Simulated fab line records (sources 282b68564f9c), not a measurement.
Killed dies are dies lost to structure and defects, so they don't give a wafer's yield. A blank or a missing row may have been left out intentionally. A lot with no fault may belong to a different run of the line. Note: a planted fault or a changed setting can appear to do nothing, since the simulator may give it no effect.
Struck lot and sound lot, side by side :: flow rit cmos :: 39 out of 202 route steps
Sound: these wafers, L358.1, L358.3, L358.4. Wafers struck: L362.2, L362.3, L362.5. Last of all comes the cause.
Per side, at each step with rows, come the tool, then ch with its chambers, and then its first start. Under that, the readings that differ: sound wafers :: struck wafers :: difference of the means :: sigmas: that difference in standard deviations of wafers without a fault.
alike: readings whose means differ by less than 2 such deviations, and words and numbers that are the same on both sides. not compared: withheld readings, readings that some wafer has no value for, bounds like >300 that may hide the same value, and numbers for which the record gives no deviation and whose values overlap.
A row with sigmas, a row that says differs or no value, or rows on one side alone: a step with any of these is where the two part. When numbers do not overlap yet have no deviation, they are printed without sigmas and do not part them. Lack of a reading on every wafer of one side parts them only where that side has two or more wafers.

first, 3 steps without rows for these wafers: RIT_GATE_EXPOSE_13 (exposes mask M6, target cd 150 nm); RIT_GATE_PEB_14; RIT_GATE_DEVELOP_15 (develop time 50 s).
RIT_GATE_CD_MEAS_16: target cd 150 nm.
  sound: cd sem-01 at day 2 19:17; struck: cd sem-01 at day 3 17:44
  alike: cd nm
RIT_GATE_OVL_MEAS_17:
  sound: overlay-01 at day 2 19:24; struck: overlay-02 at day 3 17:51
  alike: GATE_OVL
then, 1 step without rows for these wafers: RIT_GATE_HARDBAKE_18 (time 60 s).
RIT_GATE_ETCH_19: etches poly-Si in SF6/CHF3/O2, stops on SiO2, time 165 s, target depth 312.5 nm.
  sound on rie si-01 ch 0,1,3, day 2 19:35; struck on rie si-01 ch 0,2,3, day 3 18:07
  alike: drypump motor current A, oes product au, throttle valve pct
  not compared: rf hours counter h
RIT_GATE_STRIP_20: strips in O2, time 180 s.
  sound on plasma asher-03 ch 0,1, day 2 19:41; struck on plasma asher-03 ch 0,1, day 3 18:13
  alike: drypump motor current A, o2 flow sccm, rf refl power W
  not compared: rf hours counter h
RIT_GATE_CD_MEAS_90: target cd 150 nm.
  sound: cd sem-02 at day 2 19:52; struck: cd sem-01 at day 3 18:25
  alike: cd nm
then, 3 steps without rows for these wafers: RIT_REOX_CLEAN_00 (cleans in SC1, time 600 s); RIT_REOX_CLEAN_01 (cleans in dHF, time 30 s); RIT_REOX_CLEAN_02 (cleans in SC2, time 600 s).
RIT_REOX_OXIDATION_03: target thk 25.2 nm, ox time 5580 s.
  sound on furnace-02 ch 0, day 2 20:23; struck on furnace-02 ch 0, day 3 19:33
reading: spike tc centre C (C)
sound: 903.0 903.0 904.2
struck: 918.3 919.8 919.5
difference: +15.8
sigmas: +11

reading: spike tc load C (C)
sound: 925.6 925.3 923.8
struck: 938.1 938.9 939.3
difference: +13.9
sigmas: +14

reading: spike tc source C (C)
sound: 924 924 924
struck: 939 937 941
difference: +15
sigmas: +4

reading: tube center temp C (C)
sound: 899.99 899.97 899.87
struck: 914.9 915.07 914.92
difference: +15.0
sigmas: +99 or more

reading: tube_center_temp_C_max
sound: 901.8 902.1 902.2
struck: 917.1 918.5 917.4
difference: +15.6
sigmas: +41

reading: model.SiO2_of_REOX_OXIDATION_03.thk nm (nm)
sound: 26.25 25.62 25.99
struck: 29.54 29.29 29.26
difference: +3.41
sigmas: 
  alike: zone power load pct, zone power source pct
RIT_REOX_THK_MEAS_04:
  sound: film metro-02 at day 2 22:56; struck: film metro-01 at day 3 22:07
reading: REOX_OXIDE_THK (nm)
sound: 26.2 25.6 25.9
struck: 29.5 29.3 29.3
difference: +3.5
sigmas: +9
then, 6 steps without rows for these wafers: RIT_NLDD_HMDS_00 (prime time 60 s); RIT_NLDD_COAT_01 (resist thk 1000 nm); RIT_NLDD_SOFTBAKE_02 (time 60 s); RIT_NLDD_EXPOSE_03 (exposes mask M7, target cd 40700 nm); RIT_NLDD_PEB_04; RIT_NLDD_DEVELOP_05 (develop time 50 s).
RIT_NLDD_OVL_MEAS_06:
  sound: overlay-01 at day 2 23:58; struck: overlay-02 at day 3 23:08
  alike: NLDD_OVL
then, 2 steps without rows for these wafers: RIT_NLDD_HARDBAKE_07 (time 60 s); RIT_NLDD_IMPLANT_08.
RIT_NLDD_STRIP_09: strips in O2, time 180 s.
  sound on plasma asher-01 ch 0,1, day 3 00:19; struck on plasma asher-01 ch 0,1, day 3 23:28
  alike: drypump motor current A, o2 flow sccm, rf refl power W
  not compared: rf hours counter h
RIT_NLDD_TW_MEAS_10:
  sound: film metro-04 at day 3 00:29; struck: film metro-02 at day 3 23:40
  alike: NLDD_TW
then, 6 steps without rows for these wafers: RIT_PLDD_HMDS_00 (prime time 60 s); RIT_PLDD_COAT_01 (resist thk 1000 nm); RIT_PLDD_SOFTBAKE_02 (time 60 s); RIT_PLDD_EXPOSE_03 (exposes mask M8, target cd 40900 nm); RIT_PLDD_PEB_04; RIT_PLDD_DEVELOP_05 (develop time 50 s).
RIT_PLDD_OVL_MEAS_06:
  sound: overlay-01 at day 3 01:23; struck: overlay-01 at day 4 00:48
reading: PLDD_OVL (nm)
sound: 2.3 1.0 2.2
struck: -1.5 -1.8 0.2
difference: -2.9
sigmas: -2
then, 2 steps without rows for these wafers: RIT_PLDD_HARDBAKE_07 (time 60 s); RIT_PLDD_IMPLANT_08.
RIT_PLDD_STRIP_09: strips in O2, time 180 s.
  sound on plasma asher-01 ch 0,1, day 3 01:44; struck on plasma asher-03 ch 0,1, day 4 01:08
  alike: drypump motor current A, o2 flow sccm, rf refl power W
  not compared: rf hours counter h
RIT_PLDD_TW_MEAS_10:
  sound: film metro-02 at day 3 01:54; struck: film metro-04 at day 4 01:19
  alike: PLDD_TW
RIT_SPACER_CLEAN_00: cleans in SC1, time 600 s.
  sound on wet bench-02 ch 3, day 3 01:58; struck on wet bench-01 ch 3, day 4 01:22
reading: model.SiO2_of_REOX_OXIDATION_03.thk nm (nm)
sound: 24.24 23.66 23.98
struck: 27.27 27.03 27.02
difference: +3.15
sigmas: 
then, 1 step without rows for these wafers: RIT_SPACER_CLEAN_01 (cleans in dHF, time 30 s).
RIT_M1_PROBE_99:
  sound: prober-02 at day 3 16:35; struck: prober-02 at day 4 15:29
reading: model.etest.pmos turned.r on ohm um
sound: 3529 3449 3506
struck: 4584 4475 4534
difference: +1036
sigmas: 

reading: model.etest.pmos_0p3.r on ohm um
sound: 6353 6380 6314
struck: 6982 6936 6943
difference: +605
sigmas: 

reading: model.etest.pmos_0p15.r on ohm um
sound: 2763 2756 2778
struck: 3254 3246 3256
difference: +486
sigmas: 

reading: model.etest.pldd.rs ohm sq
sound: 570.7 526.8 552.2
struck: 819.1 796.9 801.5
difference: +255.9
sigmas: 

reading: model.etest.nmos_0p3.r on ohm um
sound: 2193 2197 2190
struck: 2362 2329 2341
difference: +151
sigmas: 

reading: model.etest.nmos_0p15.r on ohm um
sound: 1122 1128 1138
struck: 1285 1271 1266
difference: +145
sigmas: 

reading: model.etest.nmos turned.drive ua um
sound: 313.1 320.3 312.7
struck: 210.8 216.7 216.4
difference: -100.7
sigmas: 

reading: model.etest.pldd.line ohm um
sound: 181.3 166.8 174
struck: 258 249.2 251.6
difference: +79
sigmas: 
  alike: killed at contacts, killed at front end, killed dies, killed open, killed short

WHERE THEY PART
Last at RIT_PLDD_OVL_MEAS_06 as far as this record goes, first at RIT_REOX_OXIDATION_03. Later steps at which nothing parts them and some readings are alike: RIT_PLDD_STRIP_09, RIT_PLDD_TW_MEAS_10, RIT_M1_PROBE_99.

WHY: the cause the simulator had injected
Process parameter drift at RIT_REOX_OXIDATION_03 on furnace-02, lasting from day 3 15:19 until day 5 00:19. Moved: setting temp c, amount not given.
